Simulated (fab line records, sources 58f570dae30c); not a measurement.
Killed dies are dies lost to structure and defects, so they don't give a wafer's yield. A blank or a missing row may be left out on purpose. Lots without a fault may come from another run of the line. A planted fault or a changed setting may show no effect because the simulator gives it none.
Problem report in the 8D (eight disciplines) form, filled by code | flow berkeley_cmos170 | the parts of the form that need people (team, actions taken, sign-off) are left out

1. THE PROBLEM
bias_w at UCB170_GATE_ETCH_15 reads a mean of 175.7 W on 6 wafers of 2 lots; wafers without a fault read 150.0 W with a standard deviation of 0.45. That is +57 standard deviations from the usual mean.
The step: etches poly-Si in HBr/Cl2, stops on SiO2, time 56.3 s, target depth 278.2 nm.
First seen on wafer L660.2, day 8 17:20, on rie_si-02. The record holds 18 wafers of 6 lots with a number at this step. Rule for "out", or "out of limits": more than 4 standard deviations from the usual mean. The other wafers with a number count as sound.

2. WHAT IT IS AND WHAT IT IS NOT
question                    | is                     | is not
which readings at this step | bias_w                 | drypump_motor_current_A, he_backside_leak_sccm, oes_product_au, throttle_valve_pct
which lots                  | L660, L663             | L656, L657, L673, L675
which wafers of those lots  | all that have a number | -
read on which tools         | rie_si-02              | rie_si-01
when                        | from day 8 17:20       | up to then (6 sound wafers); but 6 sound wafers of L673, L675 came after

3. SUSPECTS, AND WHAT RULES EACH OUT
Counting: a tool at a process step up to the reading stays a suspect if it ran every lot that is out and no sound lot after the first of them.
- rie_si-02 at UCB170_GATE_ETCH_15 (etches poly-Si in HBr/Cl2, stops on SiO2, time 56.3 s, target depth 278.2 nm): kept. It ran every lot that is out, first L660 (day 8 17:20), and no sound lot after that; its last sound lot up to then is L656 (day 7 14:34). Its own readings are out on those wafers: bias_w.
Left after counting: rie_si-02 at UCB170_GATE_ETCH_15.

4. THE CAUSE (what the simulator had put in)
Process parameter drift: rie_si-02, from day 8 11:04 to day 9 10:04, at UCB170_GATE_ETCH_15. Setting bias_w, moved by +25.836, from 150.
Counting left only this tool.

5. THE CHAIN OF EFFECTS, in route order
Each row: a reading whose mean over the struck wafers that have a number lies more than 3 standard deviations from the usual. Only readings for which the record gives a usual standard deviation are gone through. hours: the time from each lot's start at the first step in this table that gives one to its start at this step, as a median over the lots. sigmas: the change in usual standard deviations.
hours | step                | reading | usual   | on struck wafers | change | sigmas
0     | UCB170_GATE_ETCH_15 | bias_w  | 150.0 W | 175.7            | +25.7  | +57
The process steps in it:
- UCB170_GATE_ETCH_15: etches poly-Si in HBr/Cl2, stops on SiO2, time 56.3 s, target depth 278.2 nm.

6. WHAT WOULD HAVE CAUGHT IT SOONER
In this record the first reading out of limits was taken at day 8 17:20, 6 hours after the fault began at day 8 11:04.
